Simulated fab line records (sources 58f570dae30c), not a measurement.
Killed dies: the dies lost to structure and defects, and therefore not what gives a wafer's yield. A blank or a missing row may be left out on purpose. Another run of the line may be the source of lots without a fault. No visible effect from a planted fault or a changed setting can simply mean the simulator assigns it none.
Comparing a struck lot with a sound one -- flow berkeley cmos170 -- 24 steps out of a route of 331
Sound: the wafers L289.3, L289.4, L289.6. Struck: wafers L280.4, L280.5, L280.6. The cause is given at the end.
Per side, at each step with rows, come the tool, then ch with its chambers, and then its first start. Under that, the readings that differ: sound wafers -- struck wafers -- difference of the means -- sigmas: that difference in standard deviations of wafers without a fault.
alike: words and numbers the same on both sides, and readings whose means are apart by under 2 such deviations; not compared: readings that were withheld, readings missing a value for some wafer, numbers with overlapping values and no deviation given by the record, and bounds like >300 which may hide the same value.
A row with sigmas, a row that says differs or no value, or rows on one side alone: a step with any of these is where the two part. Numbers that don't overlap but have no deviation are shown without sigmas and don't part them. A reading that every wafer of one side lacks parts them only if that side has two wafers or more.

first, 4 steps without rows for these wafers: UCB170_PLDD_SOFTBAKE_02 (time 60 s); UCB170_PLDD_EXPOSE_03 (exposes mask PSELECT, target cd 1200 nm); UCB170_PLDD_PEB_04; UCB170_PLDD_DEVELOP_05 (develop time 45 s).
UCB170_PLDD_CD_MEAS_06: target cd 1200 nm.
  sound on cd sem-02, day 12 01:19; struck on cd sem-01, day 9 15:38
reading,sound,struck,difference,sigmas
cd nm (nm),1201.1 1201.9 1201.2,1197.0 1198.6 1197.1,-3.8,-3
UCB170_PLDD_OVL_MEAS_07:
  sound on overlay-01, day 12 01:24; struck on overlay-01, day 9 15:43
  alike: PLDD_OVL
then, 2 steps without rows for these wafers: UCB170_PLDD_IMPLANT_08; UCB170_PLDD_IMPLANT_09.
UCB170_PLDD_STRIP_10: strips in O2.
  sound on plasma asher-02 ch 0,1, day 12 01:46; struck on plasma asher-02 ch 0,1, day 9 16:04
  alike: drypump motor current A, oes product au, strip time to endpoint s
  not compared: rf hours counter h
UCB170_PLDD_TW_MEAS_11:
  sound on film metro-04, day 12 02:01; struck on film metro-04, day 9 16:10
  alike: PLDD_TW
then, 2 steps without rows for these wafers: UCB170_PLDD_CLEAN_12 (cleans in SPM, time 600 s); UCB170_NLDD_HMDS_00 (prime time 60 s).
UCB170_NLDD_COAT_01: resist thk 900 nm.
  sound on litho track-01 ch 0, day 12 02:46; struck on litho track-03 ch 0, day 9 16:54
reading,sound,struck,difference,sigmas
model.KrF_of_NLDD_COAT_01.thk nm (nm),900.2 900.4 906.3,933.5 932.6 930.6,+29.9,
then, 3 steps without rows for these wafers: UCB170_NLDD_SOFTBAKE_02 (time 60 s); UCB170_NLDD_EXPOSE_03 (exposes mask NSELECT, target cd 1200 nm); UCB170_NLDD_PEB_04.
UCB170_NLDD_DEVELOP_05: develop time 45 s.
  sound: litho track-03 ch 0; struck: litho track-01 ch 0
reading,sound,struck,difference,sigmas
model.KrF_of_NLDD_COAT_01.thk nm (nm),886 886.2 892.1,919.3 918.4 916.4,+29.9,
UCB170_NLDD_CD_MEAS_06: target cd 1200 nm.
  sound on cd sem-01, day 12 03:44; struck on cd sem-02, day 9 18:05
  alike: cd nm
UCB170_NLDD_OVL_MEAS_07:
  sound on overlay-02, day 12 03:49; struck on overlay-02, day 9 18:10
  alike: NLDD_OVL
then, 2 steps without rows for these wafers: UCB170_NLDD_IMPLANT_08; UCB170_NLDD_IMPLANT_09.
UCB170_NLDD_STRIP_10: strips in O2.
  sound on plasma asher-03 ch 0,1, day 12 04:11; struck on plasma asher-03 ch 0,1, day 9 18:31
reading,sound,struck,difference,sigmas
strip time to endpoint s (s),21.63 21.64 21.78,22.44 22.40 22.35,+0.71,+10
  alike: drypump motor current A, oes product au
  not compared: rf hours counter h
UCB170_NLDD_TW_MEAS_11:
  sound on film metro-03, day 12 04:16; struck on film metro-03, day 9 18:37
  alike: NLDD_TW
UCB170_M3_PROBE_99:
  only the struck wafers here have rows in the record (prober-01, day 11 02:59); the sound ones have none

## WHERE THEY PART
Last at UCB170_M3_PROBE_99 as far as this record goes, first at UCB170_PLDD_CD_MEAS_06.

WHY: the cause the simulator had injected
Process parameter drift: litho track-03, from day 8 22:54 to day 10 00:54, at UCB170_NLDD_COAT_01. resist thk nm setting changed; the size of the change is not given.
